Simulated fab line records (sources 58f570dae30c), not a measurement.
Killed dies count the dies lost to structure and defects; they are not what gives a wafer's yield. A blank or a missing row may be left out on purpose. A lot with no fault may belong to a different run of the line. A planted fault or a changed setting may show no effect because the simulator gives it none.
Which tool did it? -- flow berkeley_cmos170 -- Sampling: 14 lots, 42 wafers, 5 of 331 route steps

WHAT EACH GAUGE READ, for each wafer
UCB170_CONTACT_THK_MEAS_02. Usual: CONTACT_PSG_THK 702 nm, standard deviation 6.2.
lot,measured,on,CONTACT_PSG_THK (nm),flag
L408,day 6 14:14,film_metro-02,689 696 695,
L409,day 6 21:29,film_metro-04,695 689 695,
L410,day 6 22:53,film_metro-03,700 703 696,
L411,day 7 07:11,film_metro-02,701 696 698,
L412,day 7 07:11,film_metro-03,704 708 705,
L413,day 7 07:15,film_metro-03,702 702 701,
L414,day 7 21:13,film_metro-04,697 699 695,
L415,day 8 08:00,film_metro-03,695 699 699,
L417,day 8 22:23,film_metro-03,705 704 702,
L418,day 8 22:27,film_metro-02,713 710 709,
L422,day 9 16:15,film_metro-04,692 695 691,
L425,day 10 11:47,film_metro-03,706 706 699,
L428,day 10 21:01,film_metro-03,708 708 708,
L429,day 11 18:13,film_metro-04,712 708 713,

UCB170_M1_CD_MEAS_09: target cd 700 nm. Usual: 700.2 nm for cd_nm, sd 1.3.
lot,measured,on,cd_nm (nm),flag
L408,day 6 21:44,cd_sem-01,700.9 700.0 701.1,
L409,day 7 02:03,cd_sem-02,699.9 699.9 700.4,
L410,day 7 03:19,cd_sem-02,701.7 701.5 702.2,
L411,day 7 13:16,cd_sem-02,698.8 698.2 700.0,
L412,day 7 12:59,cd_sem-02,701.2 700.6 701.3,
L413,day 7 13:34,cd_sem-01,701.9 700.4 701.0,
L414,day 8 01:42,cd_sem-02,697.9 698.1 698.8,
L415,day 8 11:45,cd_sem-01,699.4 699.4 701.0,
L417,day 9 02:43,cd_sem-02,700.7 698.7 699.7,
L418,day 9 03:07,cd_sem-01,700.4 699.6 698.6,
L422,day 9 20:08,cd_sem-02,702.0 701.1 699.5,
L425,day 10 17:37,cd_sem-01,700.0 699.1 698.8,
L428,day 11 00:54,cd_sem-02,699.8 700.6 699.4,
L429,day 11 22:08,cd_sem-02,699.2 699.0 700.4,

UCB170_M1_CD_MEAS_90: target cd 700 nm. Usual: 698.7 nm for cd_nm, sd 2.4.
lot,measured,on,cd_nm (nm),flag
L408,day 6 22:10,cd_sem-02,699.9 700.3 698.5,
L409,day 7 02:29,cd_sem-02,698.7 698.3 701.1,
L410,day 7 03:45,cd_sem-02,698.7 697.6 699.2,
L411,day 7 13:41,cd_sem-02,695.2 693.1 697.2,
L412,day 7 13:25,cd_sem-02,698.5 702.7 700.1,
L413,day 7 13:59,cd_sem-01,701.7 702.0 698.9,
L414,day 8 02:08,cd_sem-01,696.8 697.1 695.6,
L415,day 8 12:11,cd_sem-02,695.1 700.6 700.4,
L417,day 9 03:09,cd_sem-02,697.2 698.4 696.7,
L418,day 9 03:32,cd_sem-01,696.2 695.6 692.7,
L422,day 9 20:34,cd_sem-02,696.4 691.9 689.8 695.4 692.2 689.8,
L425,day 10 18:04,cd_sem-02,697.4 696.0 698.0,
L428,day 11 01:20,cd_sem-01,696.9 697.2 696.2,
L429,day 11 22:34,cd_sem-01,697.3 697.6 695.7,

WHICH TOOL RAN EACH LOT (tool, then ch and the chambers of the sampled wafers, then the start)
lot,UCB170_CONTACT_STRIP_06,UCB170_M1_ETCH_11
L408,"plasma_asher-04 ch 0, day 6 14:45","rie_diel-03 ch 1,2, day 6 21:53"
L409,"plasma_asher-02 ch 0,1, day 6 22:05","rie_diel-03 ch 0,1, day 7 02:10"
L410,"plasma_asher-04 ch 0,1, day 6 23:36","rie_diel-02 ch 1,2, day 7 03:28"
L411,"plasma_asher-04 ch 0,1, day 7 07:58","rie_diel-03 ch 1,2,3, day 7 13:24"
L412,"plasma_asher-02 ch 0,1, day 7 07:55","rie_diel-01 ch 0,1,3, day 7 13:08"
L413,"plasma_asher-02 ch 0,1, day 7 08:14","rie_diel-03 ch 1,2, day 7 13:40"
L414,"plasma_asher-02 ch 0,1, day 7 21:43","rie_diel-02 ch 0,1,3, day 8 01:50"
L415,"plasma_asher-01 ch 0,1, day 8 08:31","rie_diel-02 ch 0,2,3, day 8 11:54"
L417,"plasma_asher-02 ch 0,1, day 8 22:53","rie_diel-03 ch 1,2,3, day 9 02:52"
L418,"plasma_asher-01 ch 0,1, day 8 23:14","rie_diel-02 ch 0,1,3, day 9 03:15"
L422,"plasma_asher-04 ch 0, day 9 16:55","rie_diel-02 ch 0,1,3, day 9 20:16"
L425,"plasma_asher-01 ch 0,1, day 10 12:25","rie_diel-03 ch 0,1,2, day 10 17:47"
L428,"plasma_asher-02 ch 0,1, day 10 21:31","rie_diel-03 ch 0,2, day 11 01:04"
L429,"plasma_asher-02 ch 0,1, day 11 18:54","rie_diel-03 ch 0,1,3, day 11 22:16"
- UCB170_CONTACT_STRIP_06: strips in O2.
- UCB170_M1_ETCH_11: etches BARC in N2/H2.

WHAT THE TOOLS THEMSELVES READ (means of the sampled wafers that have a number; where no wafer has one, the mark that the record gives instead)
UCB170_CONTACT_STRIP_06. Usual: drypump_motor_current_A 5.5 A, standard deviation 0.48; oes_product_au 0.735 a.u., standard deviation 0.0044; strip_time_to_endpoint_s 21.97 s, standard deviation 0.062.
lot,tool,drypump_motor_current_A (A),oes_product_au (a.u.),strip_time_to_endpoint_s (s),flag
L408,plasma_asher-04,5.6,0.733,21.99,
L409,plasma_asher-02,5.0,0.737,21.96,
L410,plasma_asher-04,5.7,0.734,21.81,
L411,plasma_asher-04,5.6,0.735,22.00,
L412,plasma_asher-02,5.0,0.731,21.96,
L413,plasma_asher-02,5.5,0.735,21.98,
L414,plasma_asher-02,5.0,0.737,21.92,
L415,plasma_asher-01,5.7,0.736,21.96,
L417,plasma_asher-02,5.5,0.736,21.97,
L418,plasma_asher-01,5.8,0.736,22.09,
L422,plasma_asher-04,5.6,0.729,21.98,
L425,plasma_asher-01,5.7,0.738,21.89,
L428,plasma_asher-02,5.5,0.735,21.87,
L429,plasma_asher-02,5.0,0.734,21.98,

UCB170_M1_ETCH_11. Usual: drypump_motor_current_A 5.7 A, standard deviation 0.5; h2_flow_sccm 200.0 sccm, standard deviation 0.6; oes_product_au 1.000 a.u., standard deviation 0.024; rf_fwd_power_W 494.5 W, standard deviation 1.8; throttle_valve_pct 13.28 %, standard deviation 0.17.
lot,tool,drypump_motor_current_A (A),h2_flow_sccm (sccm),oes_product_au (a.u.),rf_fwd_power_W (W),throttle_valve_pct (%),flag
L408,rie_diel-03,5.3,200.0,0.979,494.1,13.30,
L409,rie_diel-03,5.1,200.7,0.995,496.2,13.19,
L410,rie_diel-02,5.4,200.0,0.981,491.7,13.35,
L411,rie_diel-03,5.7,199.6,1.001,494.0,13.28,
L412,rie_diel-01,5.6,200.0,0.990,493.5,13.25,
L413,rie_diel-03,5.6,200.1,0.982,493.5,13.28,
L414,rie_diel-02,6.0,200.0,1.003,494.8,13.35,
L415,rie_diel-02,5.8,200.1,1.003,493.1,13.41,
L417,rie_diel-03,5.7,200.1,1.004,494.0,13.27,
L418,rie_diel-02,6.0,200.4,1.406,495.3,13.37,OFF
L422,rie_diel-02,6.0,200.0,1.413,495.0,13.37,OFF
L425,rie_diel-03,5.5,200.1,0.991,495.6,13.18,
L428,rie_diel-03,5.7,199.9,0.995,495.2,13.07,
L429,rie_diel-03,5.6,200.4,1.002,493.7,13.18,

THE ANSWER, worked out from the rows above alone
Rule: a lot is off if the mean of its wafers that have a number lies more than 3 standard deviations from the usual mean. Also off: a lot with no number at a reading for which 4 or more lots have one. The other lots that the step has rows for count as sound. First the gauges in route order, then the tools' own readings, where a lot's mean is used as printed above. At the first step where some lot is off, the reading lying furthest off is the one used; lots without a number count as furthest.
Off: L418, L422 (UCB170_M1_ETCH_11, oes_product_au).
If a tool, at that step or one of the process steps before it, ran each lot that is off and ran no sound lot following the first of them, it fits. One fits: rie_diel-02 at UCB170_M1_ETCH_11. A fault onset in the window from L415 (day 8 11:54, its last sound lot) to L418 (day 9 03:15, its first lot off) fits.
On the lots that are off, the tool's own readings at UCB170_M1_ETCH_11 differ by more than 5 times the standard deviation of the sound lots' means, which bears it out; oes_product_au reads 1.409 a.u. there versus 0.994 a.u. on the sound lots.

WHAT THE SIMULATOR HAD PUT IN
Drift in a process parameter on rie_diel-02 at UCB170_M1_ETCH_11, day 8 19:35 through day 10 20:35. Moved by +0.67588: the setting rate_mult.
Lots struck among those shown: L418, L422. The rule given above showed the same thing.
